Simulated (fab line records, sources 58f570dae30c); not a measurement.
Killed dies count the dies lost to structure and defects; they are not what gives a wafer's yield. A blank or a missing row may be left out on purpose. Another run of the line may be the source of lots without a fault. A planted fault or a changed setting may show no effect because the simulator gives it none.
A single fault, viewed from 2 desks :: flow berkeley_cmos170 :: only its own numbers are on each desk; what lay behind them is given at the end

THE TOOL OWNER'S DESK: lpcvd-01
The tool's own readings at UCB170_PWELL_CVD_05 (deposits Si3N4 from SiH2Cl2/NH3, target thk 220 nm, time 3300 s): means of the sampled wafers that have a number, for each lot that ran on this tool. If a lot's mean is further than 4 standard deviations from the usual mean, the lot is out of limits and carries the mark OUT (the distance appears in the brackets).
Columns: A = nh3_flow_sccm at UCB170_PWELL_CVD_05, usual 75.05 sccm; B = sih2cl2_flow_sccm at UCB170_PWELL_CVD_05, usual 25.01 sccm; C = spike_tc_centre_C at UCB170_PWELL_CVD_05, usual 802.9 C
lot: L528
first seen here: day 3 15:49
A: 75.29
B: 25.07
C: 804.9

lot: L530
first seen here: day 3 23:56
A: 75.16
B: 25.05
C: 801.5

lot: L532
first seen here: day 4 10:06
A: 74.93
B: 24.97
C: 801.6

lot: L540
first seen here: day 6 03:14
A: 74.76
B: 25.05
C: 803.6

lot: L541
first seen here: day 6 03:14
A: 75.20
B: 25.00
C: 801.9

lot: L542
first seen here: day 6 09:54
A: 74.92
B: 20.02 (-81) OUT
C: 801.4

lot: L543
first seen here: day 6 16:08
A: 74.85
B: 19.97 (-81) OUT
C: 804.2

lot: L544
first seen here: day 6 16:08
A: 75.07
B: 20.05 (-80) OUT
C: 804.1
This desk's verdict: out of limits on L542, L543, L544, starting with L542 at day 6 09:54 (sih2cl2_flow_sccm at UCB170_PWELL_CVD_05). L528, L530, L532, L540, L541 stayed within limits.

METROLOGY DESK
Lot by lot, what the gauges showed, no matter which tool ran the lot: averages of those sampled wafers that carry a number. If a lot's mean is further than 4 standard deviations from the usual mean, the lot is out of limits and carries the mark OUT (the distance appears in the brackets).
Columns: A = PWELL_NITRIDE_THK at UCB170_PWELL_THK_MEAS_06, usual 221.7 nm
lot: L527
first seen here: day 3 06:19
A: 220.6

lot: L528
first seen here: day 3 18:41
A: 220.7

lot: L530
first seen here: day 4 01:53
A: 223.2

lot: L531
first seen here: day 4 07:05
A: 221.2

lot: L532
first seen here: day 4 12:02
A: 222.9

lot: L533
first seen here: day 4 21:14
A: 222.7

lot: L536
first seen here: day 5 07:13
A: 222.3

lot: L538
first seen here: day 5 17:14
A: 222.7

lot: L539
first seen here: day 5 17:14
A: 220.9

lot: L540
first seen here: day 6 05:09
A: 224.0

lot: L541
first seen here: day 6 05:09
A: 223.7

lot: L542
first seen here: day 6 11:49
A: 215.7

lot: L544
first seen here: day 6 18:04
A: 210.3 (-5.2) OUT

lot: L543
first seen here: day 6 18:04
A: 209.4 (-5.6) OUT

lot: L545
first seen here: day 7 11:08
A: 225.0
This desk's finding: out of limits on L543, L544; first on L544, day 6 18:04 (PWELL_NITRIDE_THK at UCB170_PWELL_THK_MEAS_06). L527, L528, L530, L531, L532, L533, L536, L538, L539, L540, L541, L542, L545 stayed within limits.

PUT TOGETHER
On L542, L543, L544, at day 6 09:54, an alarm was possible from the tool owner's desk.
On L543, L544, the metrology desk was in a position to raise an alarm at day 6 18:04.
The metrology desk has L542 on record, within its limits.
Every lot named ran UCB170_PWELL_CVD_05 on lpcvd-01.

WHAT WAS PUT IN BY THE SIMULATOR
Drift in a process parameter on lpcvd-01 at UCB170_PWELL_CVD_05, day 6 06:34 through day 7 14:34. Setting sih2cl2_flow_sccm shifted by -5 from 25. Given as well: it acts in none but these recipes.
Lots struck among those shown: L542, L543, L544.
Hours from the fault's start to each desk's first reading out of limits: the tool owner's desk, 3; the metrology desk, 11.
